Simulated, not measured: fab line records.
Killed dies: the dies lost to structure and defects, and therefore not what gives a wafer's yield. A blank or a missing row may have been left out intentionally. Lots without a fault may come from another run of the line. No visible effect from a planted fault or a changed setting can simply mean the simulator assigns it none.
Which tool is to blame? / flow berkeley-cmos170 / 42 wafers from 14 lots sampled at 5 of the route's 331 steps

WHAT THE GAUGES READ, wafer by wafer
UCB170_NWELL_THK_MEAS_02.
lot=L348; measured=day 2 02:20; on=film-metro-02; NWELL_OXIDE_THK (nm)=25.9 25.8 25.8
lot=L349; measured=day 2 07:46; on=film-metro-03; NWELL_OXIDE_THK (nm)=26.3 26.7 26.7
lot=L350; measured=day 2 14:32; on=film-metro-03; NWELL_OXIDE_THK (nm)=25.9 25.2 25.6
lot=L351; measured=day 2 18:44; on=film-metro-03; NWELL_OXIDE_THK (nm)=26.0 26.2 26.1
lot=L352; measured=day 2 23:41; on=film-metro-03; NWELL_OXIDE_THK (nm)=25.6 26.2 25.8
lot=L353; measured=day 3 08:06; on=film-metro-03; NWELL_OXIDE_THK (nm)=26.3 26.3 26.5
lot=L354; measured=day 3 14:08; on=film-metro-01; NWELL_OXIDE_THK (nm)=26.5 26.0 26.2
lot=L355; measured=day 3 14:09; on=film-metro-02; NWELL_OXIDE_THK (nm)=26.4 26.6 26.4
lot=L357; measured=day 4 01:17; on=film-metro-03; NWELL_OXIDE_THK (nm)=25.7 25.8 26.2
lot=L364; measured=day 5 09:05; on=film-metro-02; NWELL_OXIDE_THK (nm)=26.4 26.5 26.2
lot=L367; measured=day 6 04:27; on=film-metro-01; NWELL_OXIDE_THK (nm)=26.3 26.0 26.3
lot=L368; measured=day 6 10:08; on=film-metro-02; NWELL_OXIDE_THK (nm)=26.8 26.8 26.9
lot=L369; measured=day 6 10:11; on=film-metro-03; NWELL_OXIDE_THK (nm)=26.7 26.5 26.8
lot=L370; measured=day 6 18:55; on=film-metro-01; NWELL_OXIDE_THK (nm)=26.8 26.5 27.1

UCB170_NWELL_THK_MEAS_05.
lot=L348; measured=day 2 06:37; on=film-metro-01; NWELL_NITRIDE_THK (nm)=216.5 217.6 217.9
lot=L349; measured=day 2 14:28; on=film-metro-02; NWELL_NITRIDE_THK (nm)=214.2 215.0 214.7
lot=L350; measured=day 2 20:02; on=film-metro-01; NWELL_NITRIDE_THK (nm)=211.5 214.5 213.6
lot=L351; measured=day 3 01:41; on=film-metro-01; NWELL_NITRIDE_THK (nm)=216.3 214.6 215.5
lot=L352; measured=day 3 07:11; on=film-metro-02; NWELL_NITRIDE_THK (nm)=215.7 218.1 219.0
lot=L353; measured=day 3 15:28; on=film-metro-02; NWELL_NITRIDE_THK (nm)=204.4 205.1 206.7 204.4 204.9 206.7
lot=L354; measured=day 3 21:50; on=film-metro-02; NWELL_NITRIDE_THK (nm)=214.9 215.7 216.3
lot=L355; measured=day 3 21:51; on=film-metro-03; NWELL_NITRIDE_THK (nm)=216.5 215.8 217.2
lot=L357; measured=day 4 07:36; on=film-metro-01; NWELL_NITRIDE_THK (nm)=204.6 202.8 203.4 204.7 202.9 203.4
lot=L364; measured=day 5 20:41; on=film-metro-03; NWELL_NITRIDE_THK (nm)=213.7 215.1 214.4
lot=L367; measured=day 6 11:52; on=film-metro-03; NWELL_NITRIDE_THK (nm)=215.4 216.7 214.3
lot=L368; measured=day 6 17:16; on=film-metro-02; NWELL_NITRIDE_THK (nm)=215.0 215.8 215.9
lot=L369; measured=day 6 17:18; on=film-metro-01; NWELL_NITRIDE_THK (nm)=218.1 217.0 215.9
lot=L370; measured=day 7 01:01; on=film-metro-01; NWELL_NITRIDE_THK (nm)=214.3 213.7 213.7

UCB170_PWELL_THK_MEAS_06.
lot=L348; measured=day 3 00:36; on=film-metro-04; PWELL_NITRIDE_THK (nm)=223.1 220.9 222.7
lot=L349; measured=day 3 06:04; on=film-metro-04; PWELL_NITRIDE_THK (nm)=219.3 219.0 218.6
lot=L350; measured=day 3 11:09; on=film-metro-04; PWELL_NITRIDE_THK (nm)=219.0 220.5 220.4
lot=L351; measured=day 3 18:46; on=film-metro-04; PWELL_NITRIDE_THK (nm)=220.9 218.3 218.0
lot=L352; measured=day 3 23:28; on=film-metro-02; PWELL_NITRIDE_THK (nm)=218.2 217.5 220.0
lot=L353; measured=day 4 12:36; on=film-metro-02; PWELL_NITRIDE_THK (nm)=220.1 221.1 222.1
lot=L354; measured=day 4 17:54; on=film-metro-04; PWELL_NITRIDE_THK (nm)=218.8 219.0 219.5
lot=L355; measured=day 4 17:55; on=film-metro-01; PWELL_NITRIDE_THK (nm)=225.0 223.7 222.5
lot=L357; measured=day 5 03:32; on=film-metro-02; PWELL_NITRIDE_THK (nm)=222.5 220.3 221.9
lot=L364; measured=day 6 19:46; on=film-metro-02; PWELL_NITRIDE_THK (nm)=221.6 217.9 222.1
lot=L367; measured=day 7 02:41; on=film-metro-02; PWELL_NITRIDE_THK (nm)=218.6 216.9 217.2
lot=L368; measured=day 7 11:11; on=film-metro-04; PWELL_NITRIDE_THK (nm)=218.1 218.2 216.9
lot=L369; measured=day 7 11:15; on=film-metro-04; PWELL_NITRIDE_THK (nm)=215.1 214.3 214.6
lot=L370; measured=day 7 20:43; on=film-metro-01; PWELL_NITRIDE_THK (nm)=218.3 217.1 217.2

UCB170_FIELD_THK_MEAS_90.
lot=L348; measured=day 4 22:46; on=film-metro-01; FIELD_OXIDE_LEFT_1_THK (nm)=431 436 429
lot=L349; measured=day 5 08:16; on=film-metro-01; FIELD_OXIDE_LEFT_1_THK (nm)=444 441 435
lot=L350; measured=day 5 14:04; on=film-metro-02; FIELD_OXIDE_LEFT_1_THK (nm)=431 420 430
lot=L351; measured=day 5 20:34; on=film-metro-02; FIELD_OXIDE_LEFT_1_THK (nm)=433 434 440
lot=L352; measured=day 5 20:34; on=film-metro-01; FIELD_OXIDE_LEFT_1_THK (nm)=417 428 431
lot=L353; measured=day 6 16:09; on=film-metro-04; FIELD_OXIDE_LEFT_1_THK (nm)=464 464 455
lot=L354; measured=day 6 16:11; on=film-metro-02; FIELD_OXIDE_LEFT_1_THK (nm)=435 432 433
lot=L355; measured=day 6 16:08; on=film-metro-02; FIELD_OXIDE_LEFT_1_THK (nm)=442 450 433
lot=L357; measured=day 6 23:52; on=film-metro-02; FIELD_OXIDE_LEFT_1_THK (nm)=448 450 449
lot=L364; measured=day 9 05:43; on=film-metro-04; FIELD_OXIDE_LEFT_1_THK (nm)=453 446 447
lot=L367; measured=day 9 05:43; on=film-metro-02; FIELD_OXIDE_LEFT_1_THK (nm)=445 442 450
lot=L368; measured=day 9 16:51; on=film-metro-02; FIELD_OXIDE_LEFT_1_THK (nm)=438 436 431
lot=L369; measured=day 9 16:51; on=film-metro-04; FIELD_OXIDE_LEFT_1_THK (nm)=456 458 465
lot=L370; measured=day 10 01:55; on=film-metro-04; FIELD_OXIDE_LEFT_1_THK (nm)=454 446 452

WHICH TOOL RAN EACH LOT (tool, then ch and the chambers of the sampled wafers, then the start)
lot=L348; UCB170_NWELL_CVD_04=lpcvd-02 ch 0, day 2 04:40
lot=L349; UCB170_NWELL_CVD_04=lpcvd-01 ch 1, day 2 11:34
lot=L350; UCB170_NWELL_CVD_04=lpcvd-01 ch 0, day 2 18:05
lot=L351; UCB170_NWELL_CVD_04=lpcvd-01 ch 1, day 2 23:43
lot=L352; UCB170_NWELL_CVD_04=lpcvd-02 ch 1, day 3 05:14
lot=L353; UCB170_NWELL_CVD_04=lpcvd-01 ch 0, day 3 13:30
lot=L354; UCB170_NWELL_CVD_04=lpcvd-02 ch 1, day 3 18:56
lot=L355; UCB170_NWELL_CVD_04=lpcvd-02 ch 1, day 3 18:56
lot=L357; UCB170_NWELL_CVD_04=lpcvd-01 ch 1, day 4 05:39
lot=L364; UCB170_NWELL_CVD_04=lpcvd-02 ch 1, day 5 16:19
lot=L367; UCB170_NWELL_CVD_04=lpcvd-02 ch 0, day 6 08:58
lot=L368; UCB170_NWELL_CVD_04=lpcvd-01 ch 1, day 6 15:20
lot=L369; UCB170_NWELL_CVD_04=lpcvd-01 ch 0, day 6 15:20
lot=L370; UCB170_NWELL_CVD_04=lpcvd-02 ch 1, day 6 23:04
- UCB170_NWELL_CVD_04: deposits Si3N4 from SiH2Cl2/NH3, target thk 224 nm, time 3238 s.

WHAT THE TOOLS THEMSELVES READ (means of the sampled wafers that have a number; where no wafer has one, the mark that the record gives instead)
UCB170_NWELL_CVD_04.
lot=L348; tool=lpcvd-02; sih2cl2-flow-sccm (sccm)=24.92; spike-tc-source-C (C)=826; zone-power-centre-pct (%)=38.3; zone-power-source-pct (%)=22.4
lot=L349; tool=lpcvd-01; sih2cl2-flow-sccm (sccm)=25.05; spike-tc-source-C (C)=822; zone-power-centre-pct (%)=38.7; zone-power-source-pct (%)=18.5
lot=L350; tool=lpcvd-01; sih2cl2-flow-sccm (sccm)=24.98; spike-tc-source-C (C)=817; zone-power-centre-pct (%)=34.1; zone-power-source-pct (%)=21.5
lot=L351; tool=lpcvd-01; sih2cl2-flow-sccm (sccm)=25.04; spike-tc-source-C (C)=822; zone-power-centre-pct (%)=39.2; zone-power-source-pct (%)=18.3
lot=L352; tool=lpcvd-02; sih2cl2-flow-sccm (sccm)=25.00; spike-tc-source-C (C)=820; zone-power-centre-pct (%)=37.2; zone-power-source-pct (%)=20.0
lot=L353; tool=lpcvd-01; sih2cl2-flow-sccm (sccm)=19.95; spike-tc-source-C (C)=816; zone-power-centre-pct (%)=34.2; zone-power-source-pct (%)=21.6
lot=L354; tool=lpcvd-02; sih2cl2-flow-sccm (sccm)=25.03; spike-tc-source-C (C)=821; zone-power-centre-pct (%)=37.6; zone-power-source-pct (%)=20.3
lot=L355; tool=lpcvd-02; sih2cl2-flow-sccm (sccm)=25.01; spike-tc-source-C (C)=819; zone-power-centre-pct (%)=37.5; zone-power-source-pct (%)=20.1
lot=L357; tool=lpcvd-01; sih2cl2-flow-sccm (sccm)=20.04; spike-tc-source-C (C)=821; zone-power-centre-pct (%)=38.5; zone-power-source-pct (%)=18.4
lot=L364; tool=lpcvd-02; sih2cl2-flow-sccm (sccm)=24.94; spike-tc-source-C (C)=820; zone-power-centre-pct (%)=37.3; zone-power-source-pct (%)=20.1
lot=L367; tool=lpcvd-02; sih2cl2-flow-sccm (sccm)=24.97; spike-tc-source-C (C)=825; zone-power-centre-pct (%)=38.2; zone-power-source-pct (%)=22.0
lot=L368; tool=lpcvd-01; sih2cl2-flow-sccm (sccm)=25.00; spike-tc-source-C (C)=823; zone-power-centre-pct (%)=39.4; zone-power-source-pct (%)=18.5
lot=L369; tool=lpcvd-01; sih2cl2-flow-sccm (sccm)=24.97; spike-tc-source-C (C)=816; zone-power-centre-pct (%)=34.2; zone-power-source-pct (%)=21.7
lot=L370; tool=lpcvd-02; sih2cl2-flow-sccm (sccm)=24.99; spike-tc-source-C (C)=820; zone-power-centre-pct (%)=37.3; zone-power-source-pct (%)=20.1

THE ANSWER, worked out from the rows above alone
Rule: what is usual is taken from the lots themselves. The widest of any qualifying gaps counts: lots, ordered by their means at a reading, are off when they make up no more than a third of the lots, leave a main group of 4 or more, and stand apart from it by 3 or more times the standard deviation of that group's means. The tables above print the reading to a certain number of digits; a main group whose means all agree to those digits is not used. Also off: a lot with no number at a reading for which 4 or more lots have one. All remaining lots with rows at the step are treated as sound. After the gauges, taken in route order, come the tools' own readings; for these a lot's mean is taken, as printed above. At the first step where some lot is off, the reading lying furthest off is the one used; lots without a number count as furthest.
Off: L353, L357, seen at UCB170_NWELL_THK_MEAS_05 (NWELL_NITRIDE_THK). Main group: mean 215.6 nm, sd 1.3.
A tool fits if, at a process step before that reading, it ran every lot that is off, and no sound lot after the first of them. The gauges at UCB170_NWELL_THK_MEAS_05 aren't tried: what is off there is off at UCB170_NWELL_CVD_04 too, on other tools, and a gauge's error can't cause that. Not one of the candidates tried fits.

WHAT WAS PUT IN BY THE SIMULATOR
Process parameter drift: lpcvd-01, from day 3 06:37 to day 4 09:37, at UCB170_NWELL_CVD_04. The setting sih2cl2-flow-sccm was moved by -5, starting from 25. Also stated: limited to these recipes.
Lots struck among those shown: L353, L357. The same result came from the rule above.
